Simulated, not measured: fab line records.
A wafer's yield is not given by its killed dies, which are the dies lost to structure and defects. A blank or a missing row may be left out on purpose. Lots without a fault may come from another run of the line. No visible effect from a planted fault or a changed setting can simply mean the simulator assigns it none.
A lot that was struck, set against a sound lot + flow rit cmos + 18 steps out of a route of 202
Sound: wafers L404.1, L404.3, L404.5. Struck: wafers L419.2, L419.3, L419.5. The cause is named last.
Per side, at each step with rows, come the tool, then ch with its chambers, and then its first start. Under that, the readings that differ: sound wafers + struck wafers + difference of the means + sigmas: that difference in standard deviations of wafers without a fault.
alike: words and numbers the same on both sides, and readings whose means are apart by under 2 such deviations; not compared: readings that were withheld, readings missing a value for some wafer, numbers with overlapping values and no deviation given by the record, and bounds like >300 which may hide the same value.
Wherever a step has rows on one side only, a row that says differs or no value, or a row with sigmas, the two part there. When numbers do not overlap yet have no deviation, they are printed without sigmas and do not part them. Lack of a reading on every wafer of one side parts them only where that side has two or more wafers.

first, 3 steps without rows for these wafers: RIT_GATE_CLEAN_02 (cleans in dHF, time 30 s); RIT_GATE_CLEAN_03 (cleans in SC2, time 600 s); RIT_GATE_CLEAN_04 (cleans in dHF, time 60 s).
RIT_FOX2_THK_MEAS_91:
  struck on film metro-03, day 6 13:02; sound on film metro-03, day 3 01:07
  alike: FIELD_OXIDE_LEFT_2_THK
then, 2 steps without rows for these wafers: RIT_GATE_OXIDATION_05 (target thk 3 nm, ox time 270 s); RIT_GATE_ANNEAL_06 (time 600 s).
RIT_GATE_THK_MEAS_07:
  struck on film metro-04, day 6 23:32; sound on film metro-04, day 3 03:41
  alike: GATE_OXIDE_THK
then, 1 step without rows for these wafers: RIT_GATE_CVD_08 (deposits poly-Si from SiH4, target thk 250 nm, time 2220 s).
RIT_GATE_THK_MEAS_09:
  struck on film metro-04, day 7 01:13; sound on film metro-01, day 3 05:21
  alike: GATE_POLY_THK
then, 3 steps without rows for these wafers: RIT_GATE_HMDS_10 (prime time 60 s); RIT_GATE_COAT_11 (resist thk 850 nm); RIT_GATE_SOFTBAKE_12 (time 60 s).
RIT_GATE_EXPOSE_13: exposes mask M6, target cd 150 nm.
  sound on iline stepper-02 ch 0, day 3 05:59; struck on iline stepper-01 ch 0, day 7 01:44
| reading                      | sound                | struck               | difference | sigmas |
|------------------------------|----------------------|----------------------|------------|--------|
| model.GATE.overlay x nm (nm) | 0.4288 0.4288 0.4288 | -149.5 -149.5 -149.5 | -149.9     |        |
  alike: mask, exposure dose mJ cm2
then, 2 steps without rows for these wafers: RIT_GATE_PEB_14; RIT_GATE_DEVELOP_15 (develop time 50 s).
RIT_GATE_CD_MEAS_16: the cd target is 150 nm.
  struck on cd sem-02, day 7 02:08; sound on cd sem-01, day 3 06:23
  alike: cd nm
RIT_GATE_OVL_MEAS_17:
  struck on overlay-02, day 7 02:26; sound on overlay-02, day 3 06:31
| reading       | sound        | struck               | difference | sigmas      |
|---------------|--------------|----------------------|------------|-------------|
| GATE_OVL (nm) | -1.3 0.6 1.2 | -150.7 -151.5 -148.5 | -150.4     | -99 or more |
  not compared: hold
RIT_M1_PROBE_99:
  the record holds rows for the sound wafers here (prober-02, day 4 03:29) but none for the struck ones

WHERE THEY PART
At RIT_GATE_OVL_MEAS_17 first; at RIT_M1_PROBE_99 last (within this record only).

WHY: the cause the simulator had injected
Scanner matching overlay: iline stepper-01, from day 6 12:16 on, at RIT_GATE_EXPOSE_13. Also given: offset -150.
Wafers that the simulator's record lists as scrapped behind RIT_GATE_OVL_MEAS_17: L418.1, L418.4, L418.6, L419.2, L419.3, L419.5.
